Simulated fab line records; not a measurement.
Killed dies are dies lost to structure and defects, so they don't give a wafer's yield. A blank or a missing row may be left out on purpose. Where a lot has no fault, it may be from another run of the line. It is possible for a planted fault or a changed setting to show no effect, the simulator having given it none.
Split-lot experiment + flow berkeley_cmos170 + route with 331 steps; 5 lots, 23 wafers read

## THE SPLIT ITSELF
At UCB170_NWELL_IMPLANT_14, the setting energy_kev was moved away from the recipe's 150 on 9 of the 23 wafers read, by -5.9% to +5.5%. The other wafers ran this setting at the recipe's value.

Reading taken at the split's own step.

## THE READING
implant.drp_nm (the simulator's own value, which no gauge read), in nm, at UCB170_NWELL_IMPLANT_14. There is no usual value for it anywhere in the file.

| wafer  | tool, chamber at the split | energy_kev as run | against the recipe | implant.drp_nm, nm | against lot-mates on the recipe |
|--------|----------------------------|-------------------|--------------------|--------------------|---------------------------------|
| L074.1 | implanter-02, 0            | 154.4             | +2.9%              | 64.11              | +1.39                           |
| L074.2 | implanter-02, 0            | 154.4             | +2.9%              | 64.11              | +1.39                           |
| L074.3 | implanter-02, 0            | 150               | recipe             | 62.72              | -                               |
| L074.5 | implanter-02, 0            | 150               | recipe             | 62.72              | -                               |
| L074.6 | implanter-02, 0            | 150               | recipe             | 62.72              | -                               |
| L076.4 | implanter-01, 0            | 150               | recipe             | 62.72              | -                               |
| L076.5 | implanter-01, 0            | 150               | recipe             | 62.72              | -                               |
| L076.6 | implanter-01, 0            | 150               | recipe             | 62.72              | -                               |
| L077.1 | implanter-04, 0            | 150               | recipe             | 62.72              | -                               |
| L077.2 | implanter-04, 0            | 150               | recipe             | 62.72              | -                               |
| L077.4 | implanter-04, 0            | 150               | recipe             | 62.72              | -                               |
| L077.3 | implanter-04, 0            | 144.8             | -3.5%              | 61.02              | -1.70                           |
| L077.6 | implanter-04, 0            | 144.8             | -3.5%              | 61.02              | -1.70                           |
| L078.1 | implanter-02, 0            | 141.1             | -5.9%              | 59.79              | -2.93                           |
| L078.3 | implanter-02, 0            | 141.1             | -5.9%              | 59.79              | -2.93                           |
| L078.4 | implanter-02, 0            | 141.1             | -5.9%              | 59.79              | -2.93                           |
| L078.2 | implanter-02, 0            | 150               | recipe             | 62.72              | -                               |
| L078.6 | implanter-02, 0            | 150               | recipe             | 62.72              | -                               |
| L082.1 | implanter-01, 0            | 158.2             | +5.5%              | 65.27              | +2.55                           |
| L082.4 | implanter-01, 0            | 158.2             | +5.5%              | 65.27              | +2.55                           |
| L082.2 | implanter-01, 0            | 150               | recipe             | 62.72              | -                               |
| L082.3 | implanter-01, 0            | 150               | recipe             | 62.72              | -                               |
| L082.6 | implanter-01, 0            | 150               | recipe             | 62.72              | -                               |

THE FIT
A straight line over all 23 wafers: implant.drp_nm changes by +0.483 nm for each +1% of energy_kev; r = +1.00; the points scatter about the line by 0.032 nm.
The same after taking each lot's own level away (the mean of its wafers on the recipe; 23 wafers): +0.483 nm for each +1%; r = +1.00; scatter 0.032 nm.
On that fit, the largest move of energy_kev shifts the reading by 2.9 nm.
The lots' own levels span 62.720 to 62.720 nm.
Consequently the slope shifts little with the lot-to-lot level, the two slopes agreeing.
Check: with one of the wafers moved furthest among these (-5.9%) left out of the fit, the line predicts -2.88 nm for it against its lot-mates. Against them it came out at -2.93 nm.

## ADDITIONAL SPLITS CARRIED BY THESE WAFERS
Other splits were also applied to these wafers ahead of the reading. Each is held against what the fit with the lots' levels taken away leaves over:
| other split on the same wafers   | wafers away from the commonest value | r with implant.drp_nm (lot level and that fit taken away) |
|----------------------------------|--------------------------------------|-----------------------------------------------------------|
| UCB170_NWELL_OXIDATION_01 temp_c | 10                                   | -0.45                                                     |

## THE WHOLE CHAIN: every reading that the file lists as answering this split, in the file's order
| step                    | what it does | reading                                                         | change (the file's fit)               | r (the file's) |
|-------------------------|--------------|-----------------------------------------------------------------|---------------------------------------|----------------|
| UCB170_NWELL_IMPLANT_14 |              | implant.rp_nm (the simulator's own value, which no gauge read)  | +2 nm for each +1% of the setting     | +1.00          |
| UCB170_NWELL_IMPLANT_14 |              | implant.drp_nm (the simulator's own value, which no gauge read) | +0.482 nm for each +1% of the setting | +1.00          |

## FILE'S OWN FIT
implant.drp_nm changes by +0.482 nm for each +1% of energy_kev, r = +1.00.
